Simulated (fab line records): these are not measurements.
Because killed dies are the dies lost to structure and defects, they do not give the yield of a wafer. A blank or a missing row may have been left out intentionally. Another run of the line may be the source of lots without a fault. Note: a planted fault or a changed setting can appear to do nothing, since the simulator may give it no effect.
8D (eight disciplines) problem report, filled in by code / flow rit cmos / the parts of the form that need people (team, actions taken, sign-off) are left out

== 1. WHAT WENT WRONG ==
Wafers without a fault read 7, standard deviation 3.4; killed at front end at RIT_M1_PROBE_99 reads a mean of 34 on 5 wafers belonging to 2 lots. That is +7.9 standard deviations from the usual mean.
Seen first at day 5 11:05 on prober-01, wafer L181.1. Wafers with a number at this step in the record: 41, from 14 lots. By rule, "out" or "out of limits" means more than 4 standard deviations away from the usual mean. The other wafers with a number count as sound.

== 2. WHAT IT IS, AND WHAT IT ISN'T ==
question=which readings at this step | is=killed at front end, killed dies, killed on rim | is not=killed open, killed short
question=which lots | is=L181, L182 | is not=L172, L176, L177, L179, L180, L184, L185, L186, L187, L189, L193, L195
question=which wafers of those lots | is=all that have a number | is not=-
question=read on which tools | is=prober-01, prober-02 | is not=-
question=when | is=from day 5 11:05 | is not=up to then (15 sound wafers); but 21 sound wafers of L184, L185, L186, L187, L189, L193, L195 came after

== 3. SUSPECTS, AND WHAT RULES EACH OUT ==
Counting: a tool at any process step up to the reading remains a suspect when it ran all the lots that are out and ran no sound lot after the first of those.
- wet bench-04 at RIT_SPACER_CLEAN_00 (cleans in SC1, time 600 s): ruled out as a lasting fault. Following L181 (day 4 21:40), the first lot on it that is out, the sound lots L184, L185 were run on it.
- plasma asher-04 at RIT_NSD_STRIP_09 (strips in O2, time 180 s): ruled out as a lasting fault. Following L181 (day 5 01:29), the first lot on it that is out, the sound lots L187, L195 were run on it.
Left after counting: nothing in the record.

== 4. THE CAUSE (what the simulator had put in) ==
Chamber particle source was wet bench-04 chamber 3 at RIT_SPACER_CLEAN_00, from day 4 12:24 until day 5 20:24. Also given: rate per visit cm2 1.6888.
The count ruled it out by mistake, since the rule takes a fault to strike every lot its tool runs from the start of the fault on, and this one did not do so.

== 5. THE EFFECT CHAIN, in route order ==
Each row: a reading whose mean over the struck wafers that have a number lies more than 3 standard deviations from the usual. Only readings whose record carries a usual standard deviation are examined. hours: median over the lots of the time between each lot's start at the first step of this table that gives one and its start at this step. sigmas: the change, counted in usual standard deviations.
hours=0; step=RIT_M1_PROBE_99; reading=killed at front end; usual=7; on struck wafers=34; change=+27; sigmas=+7.9
hours=0; step=RIT_M1_PROBE_99; reading=killed dies; usual=7; on struck wafers=34; change=+27; sigmas=+8.0
hours=0; step=RIT_M1_PROBE_99; reading=killed on rim; usual=1.8; on struck wafers=10.6; change=+8.8; sigmas=+6.3
Process steps it contains:
- RIT_M1_PROBE_99

== 6. HOW IT WOULD HAVE BEEN CAUGHT EARLIER ==
23 hours passed between the start of the fault at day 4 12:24 and the first reading out of limits in this record, taken at day 5 11:05.
Tool readings at RIT_SPACER_CLEAN_00 with a usual standard deviation given in the record: none out on any struck wafer, hence no alarm at a limit of 4 standard deviations on them.
